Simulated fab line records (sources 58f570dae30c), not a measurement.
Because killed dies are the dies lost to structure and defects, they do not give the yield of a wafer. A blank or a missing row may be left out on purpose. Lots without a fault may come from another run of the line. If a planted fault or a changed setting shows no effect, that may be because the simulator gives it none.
A lot that was struck, set against a sound lot || flow berkeley cmos170 || 14 out of 331 route steps
Sound: wafers L792.2, L792.4, L792.5. Wafers L796.1, L796.4, L796.5 were the ones struck. At the end, the cause is stated.
Order at every step that has rows: each side's tool, ch and its chambers, its first start. Under that, the readings that differ: sound wafers || struck wafers || difference of the means || sigmas: that difference in standard deviations of wafers without a fault.
alike: readings with means less than 2 such deviations apart, plus words and numbers identical on both sides. not compared: withheld readings, readings lacking a value on some wafer, bounds such as >300 that could conceal the same value, and numbers that have no deviation in the record and whose values overlap.
A row with sigmas, a row that says differs or no value, or rows on one side alone: a step with any of these is where the two part. Non-overlapping numbers with no deviation appear without sigmas and do not part them. Lack of a reading on every wafer of one side parts them only where that side has two or more wafers.

UCB170_GATE_CD_MEAS_12: the cd target is 350 nm.
  sound on cd sem-01, day 7 17:21; struck on cd sem-02, day 8 03:02
{"reading": "cd nm (nm)", "sound": "350.0 351.1 350.2", "struck": "347.1 348.8 347.2", "difference": -2.7, "sigmas": -2}
UCB170_GATE_OVL_MEAS_13:
  sound on overlay-01, day 7 17:28; struck on overlay-02, day 8 03:09
  alike: GATE_OVL
UCB170_GATE_ETCH_14: etches BARC in N2/H2.
  sound on rie diel-04 ch 0,1, day 7 17:29; struck on rie diel-01 ch 0,1,3, day 8 03:11
  alike: chamber pressure mTorr, drypump motor current A, oes product au, throttle valve pct
UCB170_GATE_ETCH_15: etches poly-Si in HBr/Cl2, stops on SiO2, time 56.3 s, target depth 278.2 nm.
  sound on rie si-01 ch 0,2, day 7 17:32; struck on rie si-02 ch 0,1, day 8 03:14
{"reading": "throttle valve pct (%)", "sound": "26.60 26.53 26.61", "struck": "26.03 26.44 26.03", "difference": -0.41, "sigmas": -2}
  alike: chamber pressure mTorr, drypump motor current A, oes product au
  not compared: rf hours counter h
UCB170_GATE_STRIP_16: strips in O2.
  sound on plasma asher-04 ch 0,1, day 7 17:35; struck on plasma asher-04 ch 1, day 8 03:17
  alike: chamber pressure mTorr, drypump motor current A, oes product au
  not compared: rf hours counter h
UCB170_GATE_CD_MEAS_90: the cd target is 350 nm.
  sound on cd sem-02, day 7 17:42; struck on cd sem-01, day 8 03:26
{"reading": "cd nm (nm)", "sound": "349.9 351.0 350.5", "struck": "347.1 348.8 346.7", "difference": -2.9, "sigmas": -2}
then, 6 steps without rows for these wafers: UCB170_GATE_CLEAN_17 (cleans in SPM, time 600 s); UCB170_PLDD_HMDS_00 (prime time 60 s); UCB170_PLDD_COAT_01 (resist thk 900 nm); UCB170_PLDD_SOFTBAKE_02 (time 60 s); UCB170_PLDD_EXPOSE_03 (exposes mask PSELECT, target cd 1200 nm); UCB170_PLDD_PEB_04.
UCB170_PLDD_DEVELOP_05: develop time 45 s.
  struck on litho track-03, day 8 05:00; sound on litho track-02 ch 0, day 7 19:00
  no value came back on the struck wafers for chill plate temp C (C), develop time s (s), resist line temp C (C); on the sound wafers chill plate temp C (C) reads 22.90 23.11 22.83
{"reading": "model.KrF_of_PLDD_COAT_01.thk nm (nm)", "sound": "885.3 882.7 884.3", "struck": "901.6 900.4 900.5", "difference": "+16.7", "sigmas": ""}
UCB170_PLDD_CD_MEAS_06: the cd target is 1200 nm.
  sound on cd sem-01, day 7 19:17; struck on cd sem-02, day 8 05:46
{"reading": "cd nm (nm)", "sound": "1200.2 1199.9 1201.1", "struck": "- - -", "difference": "no value on the struck wafers", "sigmas": ""}

WHERE THEY PART
Earliest at UCB170_GATE_CD_MEAS_12; latest, in this record, at UCB170_PLDD_CD_MEAS_06.

WHY: the cause the simulator had injected
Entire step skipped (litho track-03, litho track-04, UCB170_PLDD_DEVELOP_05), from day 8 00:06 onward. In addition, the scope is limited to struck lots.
